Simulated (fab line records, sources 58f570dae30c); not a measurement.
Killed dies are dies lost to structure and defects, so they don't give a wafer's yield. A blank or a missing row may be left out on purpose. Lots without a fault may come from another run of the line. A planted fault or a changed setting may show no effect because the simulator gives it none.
Which tool did it? | flow berkeley_cmos170 | 14 lots, 42 wafers sampled, at 6 steps of a route of 331

WHAT THE GAUGES READ, wafer by wafer
UCB170_NSD_TW_MEAS_10.
lot  | measured     | on            | NSD_TW
L545 | day 6 04:27  | film_metro-02 | 4150 4178 4179
L551 | day 7 05:58  | film_metro-03 | 4232 4245 4250
L550 | day 7 08:20  | film_metro-02 | 4159 4172 4184
L552 | day 7 15:04  | film_metro-03 | 4249 4218 4235
L553 | day 7 14:57  | film_metro-02 | 4164 4158 4149
L556 | day 8 15:49  | film_metro-04 | 30 30 30
L557 | day 8 16:08  | film_metro-02 | 30 30 30
L561 | day 9 20:35  | film_metro-03 | 4239 4206 4238
L562 | day 9 20:38  | film_metro-04 | 4164 4177 4181
L563 | day 10 11:01 | film_metro-02 | 4188 4177 4193
L566 | day 10 19:49 | film_metro-02 | 4178 4185 4183
L565 | day 10 19:58 | film_metro-04 | 4159 4153 4144
L567 | day 11 04:13 | film_metro-02 | 4169 4172 4177
L568 | day 11 04:13 | film_metro-04 | 4191 4168 4206

UCB170_V1_BOW_MEAS_03.
lot  | measured     | on            | V1_BOW (um)
L545 | day 6 18:08  | film_metro-04 | 17 12 12
L551 | day 7 22:47  | film_metro-01 | 23 11 9
L550 | day 7 23:04  | film_metro-04 | 19 22 23
L552 | day 8 04:13  | film_metro-04 | 10 30 18
L553 | day 8 04:13  | film_metro-01 | 18 18 17
L556 | day 9 05:17  | film_metro-03 | 22 18 12
L557 | day 9 05:19  | film_metro-01 | 15 14 13
L561 | day 10 17:50 | film_metro-04 | 18 12 28
L562 | day 10 18:07 | film_metro-01 | 2 29 30
L563 | day 11 01:14 | film_metro-03 | 14 14 24
L566 | day 11 10:43 | film_metro-03 | 22 25 29
L565 | day 11 11:01 | film_metro-01 | 14 19 20
L567 | day 11 17:53 | film_metro-03 | 17 30 20
L568 | day 11 17:50 | film_metro-01 | 12 22 26

WHICH TOOL RAN EACH LOT (tool, then ch and the chambers of the sampled wafers, then the start)
lot  | UCB170_PSD_STRIP_09                  | UCB170_NSD_STRIP_09                  | UCB170_SDANNEAL_RTA_00           | UCB170_SDANNEAL_RTA_01
L545 | plasma_asher-02 ch 0,1, day 5 23:58  | plasma_asher-03 ch 0,1, day 6 04:20  | rtp_anneal-02 ch 0, day 6 06:19  | rtp_anneal-02 ch 0, day 6 06:22
L551 | plasma_asher-02 ch 1, day 7 02:49    | plasma_asher-04 ch 0,1, day 7 05:52  | rtp_anneal-02 ch 0, day 7 07:41  | rtp_anneal-02 ch 0, day 7 07:45
L550 | plasma_asher-02 ch 0,1, day 7 05:37  | plasma_asher-04 ch 0,1, day 7 08:14  | rtp_anneal-01 ch 0, day 7 09:59  | rtp_anneal-01 ch 0, day 7 10:04
L552 | plasma_asher-03 ch 0,1, day 7 13:13  | plasma_asher-03 ch 0,1, day 7 14:57  | rtp_anneal-01 ch 0, day 7 16:16  | rtp_anneal-01 ch 0, day 7 16:20
L553 | plasma_asher-04 ch 0,1, day 7 13:13  | plasma_asher-01 ch 0,1, day 7 14:50  | rtp_anneal-02 ch 0, day 7 15:55  | rtp_anneal-02 ch 0, day 7 15:59
L556 | plasma_asher-03 ch 0,1, day 8 13:49  | plasma_asher-01 ch 0,1, day 8 15:43  | rtp_anneal-01 ch 0, day 8 16:47  | rtp_anneal-01 ch 0, day 8 16:51
L557 | plasma_asher-04 ch 0,1, day 8 14:07  | plasma_asher-03 ch 0,1, day 8 16:03  | rtp_anneal-02 ch 0, day 8 17:14  | rtp_anneal-02 ch 0, day 8 17:19
L561 | plasma_asher-02 ch 0,1, day 9 18:17  | plasma_asher-04 ch 0,1, day 9 20:29  | rtp_anneal-02 ch 0, day 10 00:26 | rtp_anneal-02 ch 0, day 10 00:30
L562 | plasma_asher-03 ch 0,1, day 9 18:28  | plasma_asher-01 ch 0,1, day 9 20:34  | rtp_anneal-01 ch 0, day 10 00:26 | rtp_anneal-01 ch 0, day 10 00:29
L563 | plasma_asher-03 ch 0,1, day 10 06:05 | plasma_asher-03 ch 0,1, day 10 10:56 | rtp_anneal-01 ch 0, day 10 11:59 | rtp_anneal-01 ch 0, day 10 12:03
L566 | plasma_asher-03 ch 0, day 10 17:52   | plasma_asher-03 ch 0,1, day 10 19:43 | rtp_anneal-01 ch 0, day 10 20:49 | rtp_anneal-01 ch 0, day 10 20:53
L565 | plasma_asher-04 ch 1, day 10 18:06   | plasma_asher-04 ch 0,1, day 10 19:52 | rtp_anneal-02 ch 0, day 10 21:15 | rtp_anneal-02 ch 0, day 10 21:19
L567 | plasma_asher-04 ch 0,1, day 11 01:50 | plasma_asher-04 ch 0,1, day 11 04:08 | rtp_anneal-02 ch 0, day 11 05:45 | rtp_anneal-02 ch 0, day 11 05:49
L568 | plasma_asher-02 ch 0,1, day 11 02:04 | plasma_asher-01 ch 0,1, day 11 04:07 | rtp_anneal-01 ch 0, day 11 05:44 | rtp_anneal-01 ch 0, day 11 05:49
- UCB170_PSD_STRIP_09: strips in O2.
- UCB170_NSD_STRIP_09: strips in O2.
- UCB170_SDANNEAL_RTA_00: time 10 s.
- UCB170_SDANNEAL_RTA_01: time 5 s.

WHAT THE TOOLS THEMSELVES READ (means of the sampled wafers that have a number; where no wafer has one, the mark that the record gives instead)
UCB170_PSD_STRIP_09.
lot  | tool            | chamber_pressure_mTorr (mTorr) | drypump_motor_current_A (A) | oes_product_au (a.u.) | strip_time_to_endpoint_s (s)
L545 | plasma_asher-02 | 3498                           | 5.5                         | 0.601                 | 29.40
L551 | plasma_asher-02 | 3497                           | 5.0                         | 0.606                 | 29.35
L550 | plasma_asher-02 | 3501                           | 5.9                         | 0.598                 | 29.25
L552 | plasma_asher-03 | 3503                           | 5.9                         | 0.608                 | 29.39
L553 | plasma_asher-04 | 3496                           | 5.6                         | 0.601                 | 29.31
L556 | plasma_asher-03 | -                              | -                           | -                     | -
L557 | plasma_asher-04 | -                              | -                           | -                     | -
L561 | plasma_asher-02 | 3500                           | 5.9                         | 0.597                 | 29.23
L562 | plasma_asher-03 | 3498                           | 5.9                         | 0.599                 | 29.40
L563 | plasma_asher-03 | 3502                           | 5.6                         | 0.600                 | 29.50
L566 | plasma_asher-03 | 3501                           | 6.3                         | 0.599                 | 29.38
L565 | plasma_asher-04 | 3501                           | 5.7                         | 0.602                 | 29.33
L567 | plasma_asher-04 | 3498                           | 5.4                         | 0.603                 | 29.34
L568 | plasma_asher-02 | 3501                           | 5.4                         | 0.600                 | 29.29

UCB170_NSD_STRIP_09.
lot  | tool            | chamber_pressure_mTorr (mTorr) | drypump_motor_current_A (A) | oes_product_au (a.u.) | strip_time_to_endpoint_s (s)
L545 | plasma_asher-03 | 3497                           | 5.6                         | 0.535                 | 35.69
L551 | plasma_asher-04 | 3493                           | 5.4                         | 0.539                 | 35.82
L550 | plasma_asher-04 | 3499                           | 5.4                         | 0.533                 | 35.53
L552 | plasma_asher-03 | 3501                           | 5.9                         | 0.532                 | 35.61
L553 | plasma_asher-01 | 3501                           | 5.0                         | 0.537                 | 35.72
L556 | plasma_asher-01 | 3500                           | 5.1                         | 0.622                 | 61.78
L557 | plasma_asher-03 | 3499                           | 5.9                         | 0.625                 | 61.94
L561 | plasma_asher-04 | 3502                           | 5.6                         | 0.533                 | 35.73
L562 | plasma_asher-01 | 3504                           | 5.3                         | 0.532                 | 35.71
L563 | plasma_asher-03 | 3497                           | 5.9                         | 0.536                 | 35.77
L566 | plasma_asher-03 | 3503                           | 5.5                         | 0.533                 | 35.76
L565 | plasma_asher-04 | 3498                           | 5.6                         | 0.532                 | 35.90
L567 | plasma_asher-04 | 3499                           | 5.6                         | 0.535                 | 35.66
L568 | plasma_asher-01 | 3501                           | 5.0                         | 0.531                 | 35.81

UCB170_SDANNEAL_RTA_00.
lot  | tool          | anneal_temp_c_max | lamp_power_pct (%) | wafer_temp_C_max
L545 | rtp_anneal-02 | 905.1             | 26.4               | 905.2
L551 | rtp_anneal-02 | 904.9             | 26.4               | 906.5
L550 | rtp_anneal-01 | 906.7             | 23.2               | 903.4
L552 | rtp_anneal-01 | 906.8             | 23.2               | 903.6
L553 | rtp_anneal-02 | 904.3             | 26.3               | 904.9
L556 | rtp_anneal-01 | 907.1             | 23.2               | 902.6
L557 | rtp_anneal-02 | 904.6             | 26.3               | 905.3
L561 | rtp_anneal-02 | 904.5             | 26.4               | 905.9
L562 | rtp_anneal-01 | 906.8             | 23.2               | 903.8
L563 | rtp_anneal-01 | 907.2             | 23.2               | 903.6
L566 | rtp_anneal-01 | 908.1             | 23.2               | 903.7
L565 | rtp_anneal-02 | 904.1             | 26.4               | 905.3
L567 | rtp_anneal-02 | 905.3             | 26.3               | 904.6
L568 | rtp_anneal-01 | 907.8             | 23.2               | 903.5

UCB170_SDANNEAL_RTA_01.
lot  | tool          | anneal_temp_c_max | lamp_power_pct (%) | wafer_temp_C_max
L545 | rtp_anneal-02 | 1056.5            | 40.7               | 1055.0
L551 | rtp_anneal-02 | 1055.1            | 40.7               | 1056.6
L550 | rtp_anneal-01 | 1059.0            | 35.8               | 1053.3
L552 | rtp_anneal-01 | 1058.4            | 35.8               | 1054.2
L553 | rtp_anneal-02 | 1055.5            | 40.7               | 1056.3
L556 | rtp_anneal-01 | 1058.1            | 35.8               | 1054.1
L557 | rtp_anneal-02 | 1055.9            | 40.7               | 1055.2
L561 | rtp_anneal-02 | 1055.1            | 40.7               | 1057.1
L562 | rtp_anneal-01 | 1058.2            | 35.9               | 1053.6
L563 | rtp_anneal-01 | 1058.3            | 35.8               | 1053.8
L566 | rtp_anneal-01 | 1058.3            | 35.8               | 1054.7
L565 | rtp_anneal-02 | 1055.9            | 40.7               | 1056.1
L567 | rtp_anneal-02 | 1054.6            | 40.7               | 1056.0
L568 | rtp_anneal-01 | 1057.3            | 35.8               | 1053.7

THE ANSWER, worked out from the rows above alone
Rule: what is usual is taken from the lots themselves. Put in order of their means at a reading, lots are off if they are a third of the lots or fewer, leave a main group of 4 or more, and stand apart from it by a gap of 3 or more times the standard deviation of the main group's means; of several such gaps the widest counts. A main group whose means are all the same, to the digits that the tables above print for the reading, isn't used. A lot without any number at a reading at which 4 lots or more have one is off too. The other lots that the step has rows for count as sound. The gauges are gone through in route order, then the tools' own readings, and for those a lot's mean is taken as printed above. The first step at which some lot is off is used, and at that step the reading that is off furthest; a lot without a number counts as furthest.
Off: L556, L557, at UCB170_NSD_TW_MEAS_10 (NSD_TW). The main group: mean 4188, standard deviation 29.
A tool fits if, at a process step before that reading, it ran every lot that is off, and no sound lot after the first of them. The gauges at UCB170_NSD_TW_MEAS_10 aren't tried: what is off there is off at UCB170_PSD_STRIP_09 too, on other tools, and a gauge's error can't cause that. None of those tried fits.

WHAT THE SIMULATOR HAD PUT IN
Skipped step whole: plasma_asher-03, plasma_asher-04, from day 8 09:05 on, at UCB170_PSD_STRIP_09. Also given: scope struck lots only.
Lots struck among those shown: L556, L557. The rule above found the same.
